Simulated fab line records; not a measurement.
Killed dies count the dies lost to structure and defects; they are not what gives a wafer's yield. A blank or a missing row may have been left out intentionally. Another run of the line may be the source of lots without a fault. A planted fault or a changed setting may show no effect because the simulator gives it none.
Which tool is to blame? ; flow berkeley_cmos170 ; Sampling: 14 lots, 42 wafers, 6 of 331 route steps

## WHAT THE GAUGES READ, wafer by wafer
UCB170_M2_CD_MEAS_90 targets a cd of 700 nm.
lot;measured;on;cd_nm (nm)
L446;day 7 22:50;cd_sem-01;701.4 699.9 701.0
L449;day 8 18:54;cd_sem-02;701.4 705.5 702.5
L447;day 8 19:53;cd_sem-01;700.0 700.6 700.7
L451;day 9 00:50;cd_sem-02;695.7 696.8 700.2
L450;day 9 04:17;cd_sem-02;680.7 678.9 679.1
L453;day 9 14:55;cd_sem-02;699.5 702.0 699.1
L452;day 9 16:15;cd_sem-02;679.5 679.5 682.4
L459;day 11 06:22;cd_sem-02;699.7 702.5 703.7
L457;day 11 11:29;cd_sem-01;699.9 701.9 699.5
L460;day 11 10:31;cd_sem-01;698.8 701.5 696.5
L461;day 11 12:59;cd_sem-02;702.7 703.1 704.4
L463;day 11 23:10;cd_sem-02;703.6 702.6 699.4
L467;day 12 12:56;cd_sem-02;695.7 698.9 700.0
L468;day 13 06:26;cd_sem-02;698.7 698.8 698.5

UCB170_V2_THK_MEAS_01.
lot;measured;on;V2_TEOS_THK (nm)
L446;day 7 23:05;film_metro-01;1996 2048 2033
L449;day 8 19:09;film_metro-03;2006 2008 2033
L447;day 8 20:09;film_metro-02;1975 1963 1998
L451;day 9 01:05;film_metro-02;1987 2017 2029
L450;day 9 04:34;film_metro-02;2006 2034 2028
L453;day 9 15:11;film_metro-02;2001 2021 2027
L452;day 9 16:31;film_metro-01;2025 2022 2055
L459;day 11 06:38;film_metro-03;1962 1980 2005
L457;day 11 11:48;film_metro-03;2004 1971 2013
L460;day 11 10:48;film_metro-03;1983 1970 1995
L461;day 11 13:15;film_metro-03;2010 2043 2042
L463;day 11 23:25;film_metro-01;2019 2020 2031
L467;day 12 13:13;film_metro-02;2005 2021 2034
L468;day 13 06:43;film_metro-02;1982 1990 2015

UCB170_V2_BOW_MEAS_03.
lot;measured;on;V2_BOW (um)
L446;day 7 23:29;film_metro-02;41 45 45
L449;day 8 19:40;film_metro-02;28 35 44
L447;day 8 20:31;film_metro-03;49 34 42
L451;day 9 01:28;film_metro-03;40 38 46
L450;day 9 04:56;film_metro-01;28 26 28
L453;day 9 15:33;film_metro-03;28 34 36
L452;day 9 16:53;film_metro-01;44 37 31
L459;day 11 07:00;film_metro-02;34 37 38
L457;day 11 12:10;film_metro-02;41 38 41
L460;day 11 11:10;film_metro-03;37 31 42
L461;day 11 13:37;film_metro-03;36 35 34
L463;day 11 23:48;film_metro-02;37 30 39
L467;day 12 13:34;film_metro-03;23 36 34
L468;day 13 07:06;film_metro-03;31 23 39

## EACH LOT AND THE TOOL THAT RAN IT (in order: tool; ch and the chambers of the sampled wafers; start)
lot;UCB170_M1_STRIP_13;UCB170_M2_METAL_ETCH_18;UCB170_M2_STRIP_19
L446;plasma_asher-01 ch 0,1, day 7 13:43;rie_metal-04 ch 1, day 7 22:26;plasma_asher-03 ch 0,1, day 7 22:43
L449;plasma_asher-03 ch 0,1, day 8 12:13;rie_metal-04 ch 0,1, day 8 18:38;plasma_asher-01 ch 0,1, day 8 18:47
L447;plasma_asher-02 ch 0,1, day 8 12:35;rie_metal-01 ch 0,1, day 8 19:34;plasma_asher-04 ch 0,1, day 8 19:46
L451;plasma_asher-01 ch 0,1, day 8 17:58;rie_metal-02 ch 0,1, day 9 00:34;plasma_asher-04 ch 0,1, day 9 00:43
L450;plasma_asher-03 ch 0,1, day 8 18:19;rie_metal-04 ch 0,1, day 9 04:00;plasma_asher-03 ch 0,1, day 9 04:11
L453;plasma_asher-02 ch 1, day 9 08:28;rie_metal-02 ch 0,1, day 9 14:38;plasma_asher-04 ch 0,1, day 9 14:49
L452;plasma_asher-01 ch 0,1, day 9 08:37;rie_metal-04 ch 0,1, day 9 15:58;plasma_asher-03 ch 0,1, day 9 16:09
L459;plasma_asher-01 ch 0,1, day 10 20:36;rie_metal-01 ch 0,1, day 11 06:03;plasma_asher-01 ch 1, day 11 06:14
L457;plasma_asher-01 ch 0,1, day 10 22:46;rie_metal-01 ch 0,1, day 11 11:10;plasma_asher-04 ch 0,1, day 11 11:22
L460;plasma_asher-02 ch 0,1, day 10 23:07;rie_metal-02 ch 0,1, day 11 10:12;plasma_asher-03 ch 0,1, day 11 10:23
L461;plasma_asher-03 ch 0,1, day 11 04:55;rie_metal-02 ch 0,1, day 11 12:40;plasma_asher-01 ch 0,1, day 11 12:52
L463;plasma_asher-01 ch 0,1, day 11 16:05;rie_metal-02 ch 0,1, day 11 22:54;plasma_asher-04 ch 0,1, day 11 23:04
L467;plasma_asher-01 ch 0,1, day 12 01:42;rie_metal-02 ch 0,1, day 12 12:39;plasma_asher-04 ch 0,1, day 12 12:50
L468;plasma_asher-02 ch 0,1, day 12 20:49;rie_metal-01 ch 0, day 13 06:08;plasma_asher-04 ch 0,1, day 13 06:19
- UCB170_M1_STRIP_13: strips in O2.
- UCB170_M2_METAL_ETCH_18: etches Al in Cl2/BCl3, stops on SiO2, target depth 1170 nm, time 195 s.
- UCB170_M2_STRIP_19: strips in O2.

## WHAT THE TOOLS THEMSELVES READ (means of the sampled wafers that have a number; where no wafer has one, the mark that the record gives instead)
UCB170_M1_STRIP_13.
lot;tool;drypump_motor_current_A (A);oes_product_au (a.u.)
L446;plasma_asher-01;5.5;0.718
L449;plasma_asher-03;4.9;0.723
L447;plasma_asher-02;5.5;0.719
L451;plasma_asher-01;5.5;0.720
L450;plasma_asher-03;4.9;0.722
L453;plasma_asher-02;5.6;0.718
L452;plasma_asher-01;5.7;0.721
L459;plasma_asher-01;5.5;0.721
L457;plasma_asher-01;5.5;0.716
L460;plasma_asher-02;5.3;0.720
L461;plasma_asher-03;4.9;0.724
L463;plasma_asher-01;5.7;0.724
L467;plasma_asher-01;5.5;0.719
L468;plasma_asher-02;5.3;0.718

UCB170_M2_METAL_ETCH_18.
lot;tool;drypump_motor_current_A (A);mfc_cl2_sccm (sccm);oes_product_au (a.u.);throttle_valve_pct (%)
L446;rie_metal-04;6.6;89.85;0.856;24.30
L449;rie_metal-04;6.7;90.02;0.835;24.29
L447;rie_metal-01;6.1;90.03;0.854;24.36
L451;rie_metal-02;5.8;89.89;0.849;24.32
L450;rie_metal-04;6.7;90.14;0.837;24.28
L453;rie_metal-02;5.8;89.98;0.851;24.30
L452;rie_metal-04;6.6;90.12;0.849;24.29
L459;rie_metal-01;6.1;89.99;0.855;24.35
L457;rie_metal-01;5.8;90.18;0.850;24.47
L460;rie_metal-02;5.9;89.98;0.860;24.24
L461;rie_metal-02;5.9;90.09;0.867;24.22
L463;rie_metal-02;5.8;89.76;0.856;24.24
L467;rie_metal-02;5.9;90.00;0.867;24.23
L468;rie_metal-01;5.5;90.10;0.841;24.60

UCB170_M2_STRIP_19.
lot;tool;drypump_motor_current_A (A);oes_product_au (a.u.)
L446;plasma_asher-03;4.9;0.535
L449;plasma_asher-01;5.7;0.538
L447;plasma_asher-04;5.0;0.545
L451;plasma_asher-04;5.0;0.537
L450;plasma_asher-03;4.8;0.314
L453;plasma_asher-04;5.0;0.524
L452;plasma_asher-03;4.9;0.313
L459;plasma_asher-01;5.3;0.544
L457;plasma_asher-04;5.4;0.540
L460;plasma_asher-03;4.8;0.536
L461;plasma_asher-01;5.7;0.533
L463;plasma_asher-04;5.4;0.542
L467;plasma_asher-04;5.1;0.534
L468;plasma_asher-04;5.4;0.546

## THE ANSWER, worked out from the rows above alone
Rule: usual is defined by the lots themselves. Put in order of their means at a reading, lots are off if they are a third of the lots or fewer, leave a main group of 4 or more, and stand apart from it by a gap of 3 or more times the standard deviation of the main group's means; of several such gaps the widest counts. The tables above print the reading to a certain number of digits; a main group whose means all agree to those digits is not used. A lot without any number at a reading at which 4 lots or more have one is off too. The other lots that the step has rows for count as sound. After the gauges, taken in route order, come the tools' own readings; for these a lot's mean is taken, as printed above. At the first step where some lot is off, the reading lying furthest off is the one used; lots without a number count as furthest.
Off, at UCB170_M2_CD_MEAS_90 on cd_nm: L450, L452. For the main group the mean is 700.5 nm and the standard deviation 1.8.
If a tool, at a process step before that reading, ran all the lots that are off and no sound lot after the first of them, it fits. The gauges at UCB170_M2_CD_MEAS_90 aren't tried: what is off there is off at UCB170_M2_METAL_ETCH_18 too, on other tools, and a gauge's error can't cause that. One candidate fits, namely rie_metal-04 at UCB170_M2_METAL_ETCH_18. Its last sound lot is L449 (day 8 18:38), its first lot that is off L450 (day 9 04:00): a fault that began between those two fits.

## WHAT WAS PUT IN BY THE SIMULATOR
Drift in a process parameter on rie_metal-04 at UCB170_M2_METAL_ETCH_18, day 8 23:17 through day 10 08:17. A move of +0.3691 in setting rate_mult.
Shown lots that were struck: L450, L452. The rule given above showed the same thing.
